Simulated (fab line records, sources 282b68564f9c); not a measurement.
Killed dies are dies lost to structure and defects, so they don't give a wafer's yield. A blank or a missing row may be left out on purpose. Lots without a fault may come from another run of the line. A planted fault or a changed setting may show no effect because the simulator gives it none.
Which tool did it? | flow rit_cmos | 14 lots, 42 wafers sampled, at 5 steps of a route of 202

WHAT THE GAUGES READ, wafer by wafer
RIT_WELLDRIVE_RS_MEAS_02: measures by four-point-probe.
lot  | measured    | on            | PWELL_RS (ohm/sq)
L258 | day 2 07:55 | film_metro-02 | 432.9 433.2 433.2
L259 | day 2 12:59 | film_metro-01 | 430.2 433.6 430.8
L260 | day 2 17:05 | film_metro-04 | 432.0 432.1 431.3
L261 | day 2 22:02 | film_metro-02 | 432.4 432.4 431.6
L262 | day 3 03:18 | film_metro-02 | 430.3 429.7 431.7
L263 | day 3 06:37 | film_metro-04 | 430.2 430.7 431.0
L265 | day 3 18:48 | film_metro-04 | 427.9 428.0 426.8
L269 | day 4 13:10 | film_metro-04 | 427.1 426.7 426.8
L274 | day 5 14:15 | film_metro-01 | 429.6 430.9 430.2
L275 | day 5 17:49 | film_metro-01 | 432.8 432.0 431.7
L276 | day 5 23:37 | film_metro-01 | 430.5 429.1 429.5
L277 | day 6 04:44 | film_metro-04 | 432.3 432.6 431.9
L280 | day 6 20:05 | film_metro-02 | 433.6 431.4 432.2
L281 | day 7 01:05 | film_metro-04 | 430.2 431.9 430.1

RIT_CONTACT_CD_MEAS_90: target cd 1000 nm.
lot  | measured    | on        | cd_nm (nm)
L258 | day 3 10:31 | cd_sem-01 | 999.7 1002.1 998.7
L259 | day 3 14:25 | cd_sem-01 | 1002.3 1002.9 1004.1
L260 | day 3 19:46 | cd_sem-02 | 999.9 999.6 1003.1
L261 | day 3 23:14 | cd_sem-02 | 997.5 998.3 996.8
L262 | day 4 06:21 | cd_sem-01 | 999.4 997.9 999.2
L263 | day 4 11:42 | cd_sem-02 | 1003.3 1002.8 1003.6
L265 | day 4 20:20 | cd_sem-01 | 999.6 999.5 999.3
L269 | day 5 16:07 | cd_sem-01 | 1001.2 999.5 1001.6
L274 | day 6 14:08 | cd_sem-02 | 999.8 997.7 997.6
L275 | day 6 19:56 | cd_sem-02 | 998.2 999.2 998.6
L276 | day 7 02:43 | cd_sem-01 | 1001.9 1001.7 1003.9
L277 | day 7 05:16 | cd_sem-02 | 1000.1 1002.1 999.7
L280 | day 7 23:12 | cd_sem-01 | 998.0 998.2 998.1
L281 | day 8 00:46 | cd_sem-01 | 1001.5 1001.2 1004.0

WHICH TOOL RAN EACH LOT (tool, then ch and the chambers of the sampled wafers, then the start)
lot  | RIT_PWELL_IMPLANT_08           | RIT_PRETRO_STRIP_09                 | RIT_NLDD_STRIP_09
L258 | implanter-04 ch 0, day 2 02:20 | plasma_asher-04 ch 0,1, day 2 11:02 | plasma_asher-01 ch 0,1, day 2 23:55
L259 | implanter-04 ch 0, day 2 06:10 | plasma_asher-04 ch 0,1, day 2 16:13 | plasma_asher-02 ch 0,1, day 3 03:45
L260 | implanter-02 ch 0, day 2 10:36 | plasma_asher-04 ch 0,1, day 2 20:19 | plasma_asher-01 ch 0,1, day 3 08:56
L261 | implanter-04 ch 0, day 2 16:27 | plasma_asher-04 ch 0,1, day 3 01:13 | plasma_asher-01 ch 0,1, day 3 12:26
L262 | implanter-04 ch 0, day 2 20:46 | plasma_asher-04 ch 0,1, day 3 06:25 | plasma_asher-02 ch 0,1, day 3 19:59
L263 | implanter-02 ch 0, day 3 00:44 | plasma_asher-03 ch 0,1, day 3 09:44 | plasma_asher-03 ch 0,1, day 4 00:11
L265 | implanter-02 ch 0, day 3 11:04 | plasma_asher-04 ch 0,1, day 3 21:46 | plasma_asher-03 ch 0,1, day 4 09:22
L269 | implanter-02 ch 0, day 4 07:28 | plasma_asher-02 ch 0,1, day 4 16:16 | plasma_asher-02 ch 0,1, day 5 05:39
L274 | implanter-03 ch 0, day 5 08:28 | plasma_asher-04 ch 0,1, day 5 17:22 | plasma_asher-02 ch 0,1, day 6 03:33
L275 | implanter-04 ch 0, day 5 12:13 | plasma_asher-04 ch 0,1, day 5 20:59 | plasma_asher-01 ch 0,1, day 6 08:35
L276 | implanter-03 ch 0, day 5 18:02 | plasma_asher-03 ch 0,1, day 6 02:57 | plasma_asher-02 ch 0, day 6 15:51
L277 | implanter-03 ch 0, day 5 21:48 | plasma_asher-03 ch 0,1, day 6 07:49 | plasma_asher-03 ch 0,1, day 6 18:07
L280 | implanter-03 ch 0, day 6 13:45 | plasma_asher-04 ch 0,1, day 6 23:11 | plasma_asher-03 ch 0,1, day 7 11:51
L281 | implanter-04 ch 0, day 6 19:01 | plasma_asher-04 ch 0,1, day 7 04:19 | plasma_asher-02 ch 0,1, day 7 14:10
- RIT_PWELL_IMPLANT_08
- RIT_PRETRO_STRIP_09: strips in O2, time 180 s.
- RIT_NLDD_STRIP_09: strips in O2, time 180 s.

WHAT THE TOOLS THEMSELVES READ (means of the sampled wafers that have a number; where no wafer has one, the mark that the record gives instead)
RIT_PWELL_IMPLANT_08.
lot  | tool         | beam_energy_keV
L258 | implanter-04 | 170.06
L259 | implanter-04 | 170.06
L260 | implanter-02 | 170.04
L261 | implanter-04 | 170.00
L262 | implanter-04 | 169.96
L263 | implanter-02 | 170.00
L265 | implanter-02 | 185.18
L269 | implanter-02 | 185.17
L274 | implanter-03 | 170.03
L275 | implanter-04 | 170.02
L276 | implanter-03 | 169.98
L277 | implanter-03 | 169.99
L280 | implanter-03 | 169.97
L281 | implanter-04 | 169.97

RIT_PRETRO_STRIP_09.
lot  | tool            | drypump_motor_current_A (A)
L258 | plasma_asher-04 | 6.5
L259 | plasma_asher-04 | 6.5
L260 | plasma_asher-04 | 6.5
L261 | plasma_asher-04 | 6.5
L262 | plasma_asher-04 | 6.2
L263 | plasma_asher-03 | 5.1
L265 | plasma_asher-04 | 6.1
L269 | plasma_asher-02 | 5.5
L274 | plasma_asher-04 | 6.5
L275 | plasma_asher-04 | 6.2
L276 | plasma_asher-03 | 5.1
L277 | plasma_asher-03 | 5.1
L280 | plasma_asher-04 | 6.5
L281 | plasma_asher-04 | 6.2

RIT_NLDD_STRIP_09.
lot  | tool            | drypump_motor_current_A (A)
L258 | plasma_asher-01 | 5.33
L259 | plasma_asher-02 | 5.52
L260 | plasma_asher-01 | 5.35
L261 | plasma_asher-01 | 5.60
L262 | plasma_asher-02 | 5.52
L263 | plasma_asher-03 | 5.15
L265 | plasma_asher-03 | 5.14
L269 | plasma_asher-02 | 5.48
L274 | plasma_asher-02 | 5.48
L275 | plasma_asher-01 | 5.57
L276 | plasma_asher-02 | 5.56
L277 | plasma_asher-03 | 5.13
L280 | plasma_asher-03 | 5.15
L281 | plasma_asher-02 | 5.53

THE ANSWER, worked out from the rows above alone
Rule: what is usual is taken from the lots themselves. Put in order of their means at a reading, lots are off if they are a third of the lots or fewer, leave a main group of 4 or more, and stand apart from it by a gap of 3 or more times the standard deviation of the main group's means; of several such gaps the widest counts. A main group whose means are all the same, to the digits that the tables above print for the reading, isn't used. A lot without any number at a reading at which 4 lots or more have one is off too. The other lots that the step has rows for count as sound. The gauges are gone through in route order, then the tools' own readings, and for those a lot's mean is taken as printed above. The first step at which some lot is off is used, and at that step the reading that is off furthest; a lot without a number counts as furthest.
Off: L265, L269, at RIT_PWELL_IMPLANT_08 (beam_energy_keV). The main group: mean 170.01, standard deviation 0.033.
A tool fits if, at that step or a process step before it, it ran every lot that is off, and no sound lot after the first of them. One fits: implanter-02 at RIT_PWELL_IMPLANT_08. Its last sound lot is L263 (day 3 00:44), its first lot that is off L265 (day 3 11:04): a fault that began between those two fits.
The tool's own readings at RIT_PWELL_IMPLANT_08 bear it out: on the lots that are off they differ by more than 5 times the standard deviation of the sound lots' means. beam_energy_keV reads 185.18 there against 170.01 on the sound lots.

WHAT THE SIMULATOR HAD PUT IN
Process parameter drift: implanter-02, from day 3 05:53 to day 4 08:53, at RIT_PWELL_IMPLANT_08. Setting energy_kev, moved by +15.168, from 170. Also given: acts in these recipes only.
Lots struck among those shown: L265, L269. The rule above found the same.
